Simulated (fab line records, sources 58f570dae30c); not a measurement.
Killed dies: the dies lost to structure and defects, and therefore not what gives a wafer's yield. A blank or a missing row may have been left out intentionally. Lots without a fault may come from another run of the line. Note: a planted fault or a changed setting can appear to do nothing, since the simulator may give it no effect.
2 desks looking at one fault | flow berkeleyCmos170 | each desk has only its own numbers; what lay behind them comes last

## DESK OF THE TOOL OWNER: pecvd-01
The tool's own readings at UCB170_V2_CVD_00 (deposits SiO2 from TEOS/O2, target thk 2000 nm, time 250 s): means of the sampled wafers that have a number, for each lot that ran on this tool. If a lot's mean is further than 4 standard deviations from the usual mean, the lot is out of limits and carries the mark OUT (the distance appears in the brackets).
Columns: A = heaterPowerW at UCB170_V2_CVD_00, usual 256 W; B = rfFwdPowerW at UCB170_V2_CVD_00, usual 548.5 W
lot  | first seen here | A   | B
L671 | day 8 17:46     | 262 | 550.4
L683 | day 10 17:29    | 205 | 695.8 (+92) OUT
L684 | day 11 07:51    | 176 | 694.6 (+91) OUT
This desk finds L683, L684 out of limits, L683 being first, at day 10 17:29 (rfFwdPowerW at UCB170_V2_CVD_00). L671: within limits.

## FROM THE METROLOGY DESK
Means of the sampled wafers that have a number, per lot and without regard to the tool the lot ran on: this is what the gauges read. If a lot's mean is further than 4 standard deviations from the usual mean, the lot is out of limits and carries the mark OUT (the distance appears in the brackets).
Columns: A = cdNm at UCB170_M2_CD_MEAS_15, usual 700.4 nm; B = M2_OVL at UCB170_M2_OVL_MEAS_16, usual -4 nm; C = cdNm at UCB170_M2_CD_MEAS_90, usual 698.4 nm; D = V2_TEOS_THK at UCB170_V2_THK_MEAS_01, usual 1999 nm
lot  | first seen here | A     | B   | C     | D
L669 | day 8 07:20     | 701.4 | 3   | 701.1 | 1988
L671 | day 8 17:06     | 698.6 | -2  | 696.0 | 2017
L680 | day 10 09:08    | 699.2 | -5  | 698.6 | 2024
L683 | day 10 16:52    | 701.8 | -8  | 698.6 | 2130 (+5.7) OUT
L684 | day 11 07:17    | 699.5 | -10 | 699.4 | 2150 (+6.6) OUT
L690 | day 11 22:15    | 702.0 | -4  | 701.4 | 2003
Finding of this desk: L683, L684 out of limits, first seen on L683 at day 10 17:38 (V2_TEOS_THK at UCB170_V2_THK_MEAS_01). L669, L671, L680, L690: within limits.

## TAKEN TOGETHER
On L683, L684, at day 10 17:29, an alarm was possible from the tool owner's desk.
At day 10 17:38 the metrology desk could have sounded an alarm, on L683, L684.
Every lot named ran UCB170_V2_CVD_00 on pecvd-01.

## WHAT THE SIMULATOR PUT IN
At UCB170_V2_CVD_00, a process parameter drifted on pecvd-01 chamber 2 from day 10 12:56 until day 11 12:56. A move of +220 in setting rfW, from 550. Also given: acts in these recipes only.
Lots struck among those shown: L683, L684.
Delay (hours) between the fault's onset and each desk's first out-of-limits reading: 5 at the tool owner's desk, 5 at the metrology desk.
